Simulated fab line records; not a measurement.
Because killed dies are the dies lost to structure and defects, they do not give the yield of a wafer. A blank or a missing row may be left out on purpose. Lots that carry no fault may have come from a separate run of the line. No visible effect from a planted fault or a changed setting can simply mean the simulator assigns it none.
Which tool is to blame?    flow rit cmos    Sampling: 7 lots, 21 wafers, 2 of 202 route steps

WHAT EACH GAUGE READ, for each wafer
RIT_PLDD_TW_MEAS_10.
lot   measured     on             PLDD_TW
L274  day 3 06:04  film metro-04  2357 2360 2348
L276  day 3 20:49  film metro-02  2333 2314 2324
L279  day 4 13:03  film metro-02  2317 2332 2328
L282  day 5 00:34  film metro-04  2394 2390 2384
L287  day 6 01:20  film metro-04  2569 2588 2577 2569 2574 2575
L290  day 6 13:54  film metro-02  2320 2318 2317
L295  day 7 11:24  film metro-02  2327 2301 2314

WHICH TOOL RAN EACH LOT (tool, then ch and the chambers of the sampled wafers, then the start)
lot   RIT_PLDD_IMPLANT_08
L274  implanter-04 ch 0, day 3 05:44
L276  implanter-01 ch 0, day 3 20:31
L279  implanter-04 ch 0, day 4 12:44
L282  implanter-01 ch 0, day 5 00:17
L287  implanter-04 ch 0, day 6 01:01
L290  implanter-03 ch 0, day 6 13:35
L295  implanter-03 ch 0, day 7 11:05
- RIT_PLDD_IMPLANT_08

THE ANSWER, worked out from the rows above alone
Rule: usual is defined by the lots themselves. The widest of any qualifying gaps counts: lots, ordered by their means at a reading, are off when they make up no more than a third of the lots, leave a main group of 4 or more, and stand apart from it by 3 or more times the standard deviation of that group's means. A main group whose means are all the same, to the digits that the tables above print for the reading, isn't used. Also off: a lot with no number at a reading for which 4 or more lots have one. The other lots that the step has rows for count as sound.
Off: L287, at RIT_PLDD_TW_MEAS_10 (PLDD_TW). For the main group the mean is 2338 and the standard deviation 27.
If a tool, at a process step before that reading, ran all the lots that are off and no sound lot after the first of them, it fits. Those tools and the gauges at RIT_PLDD_TW_MEAS_10 are tried in the same way. Undecided on this evidence; 2 tools fit (implanter-04 at RIT_PLDD_IMPLANT_08, film metro-04 at RIT_PLDD_TW_MEAS_10).

WHAT THE SIMULATOR HAD PUT IN
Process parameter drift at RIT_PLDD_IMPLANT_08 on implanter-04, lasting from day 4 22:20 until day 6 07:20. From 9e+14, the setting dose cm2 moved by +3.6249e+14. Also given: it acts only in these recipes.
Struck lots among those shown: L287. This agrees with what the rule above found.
